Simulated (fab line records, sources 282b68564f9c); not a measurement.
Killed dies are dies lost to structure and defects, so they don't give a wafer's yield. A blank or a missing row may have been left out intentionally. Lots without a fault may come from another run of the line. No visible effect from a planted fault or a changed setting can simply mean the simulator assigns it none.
Problem report, 8D (eight disciplines) form, completed by code | flow rit_cmos | the parts of the form that need people (team, actions taken, sign-off) are left out

1. WHAT IS WRONG
heater_power_total_W at RIT_PWELL_HARDBAKE_07 reads a mean of 50.19 W on 9 wafers of 3 lots; wafers without a fault read 52.03 W with a standard deviation of 0.064. That is -29 standard deviations from the usual mean.
The step: time 120 s.
Earliest sighting: wafer L960.1 on litho_track-02 at day 4 15:47. The record holds 21 wafers of 7 lots with a number at this step. Rule for "out", or "out of limits": more than 4 standard deviations from the usual mean. The rest of the wafers with a number are treated as sound.

2. WHAT THIS IS AND IS NOT
question                    | is                                 | is not
which readings at this step | heater_power_total_W, plate_temp_C | -
which lots                  | L960, L961, L965                   | L949, L950, L967, L969
which wafers of those lots  | all that have a number             | -
read on which tools         | litho_track-02                     | litho_track-03, litho_track-04
when                        | from day 4 15:47                   | up to then (6 sound wafers); but 6 sound wafers of L967, L969 came after

3. THE SUSPECTS, EACH WITH WHAT RULES IT OUT
Counting: a tool at any process step up to the reading remains a suspect when it ran all the lots that are out and ran no sound lot after the first of those.
- litho_track-02 at RIT_PWELL_HARDBAKE_07 (time 120 s): kept. It ran every lot that is out, first L960 (day 4 15:47), and no sound lot after that. Its own heater_power_total_W, plate_temp_C readings are out on those wafers.
After counting, what remains is litho_track-02 at RIT_PWELL_HARDBAKE_07.

4. THE CAUSE (what the simulator had put in)
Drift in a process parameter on litho_track-02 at RIT_PWELL_HARDBAKE_07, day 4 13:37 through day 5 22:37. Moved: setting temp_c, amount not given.
Only this tool survived the counting.

5. SEQUENCE OF EFFECTS, ordered by route
One row per reading whose mean, taken over the struck wafers that have a number, lies over 3 standard deviations from the usual. Only readings for which the record gives a usual standard deviation are gone through. hours: the time from each lot's start at the first step in this table that gives one to its start at this step, as a median over the lots. sigmas: the change in usual standard deviations.
hours | step                  | reading              | usual    | on struck wafers | change | sigmas
0     | RIT_PWELL_HARDBAKE_07 | heater_power_total_W | 52.03 W  | 50.19            | -1.84  | -29
0     | RIT_PWELL_HARDBAKE_07 | plate_temp_C         | 139.95 C | 136.05           | -3.90  | -26
The process steps in it:
- RIT_PWELL_HARDBAKE_07: time 120 s.

6. HOW IT WOULD HAVE BEEN CAUGHT EARLIER
In this record no reading fell out of limits until day 4 15:47, 2 hours after the fault had begun at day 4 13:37.
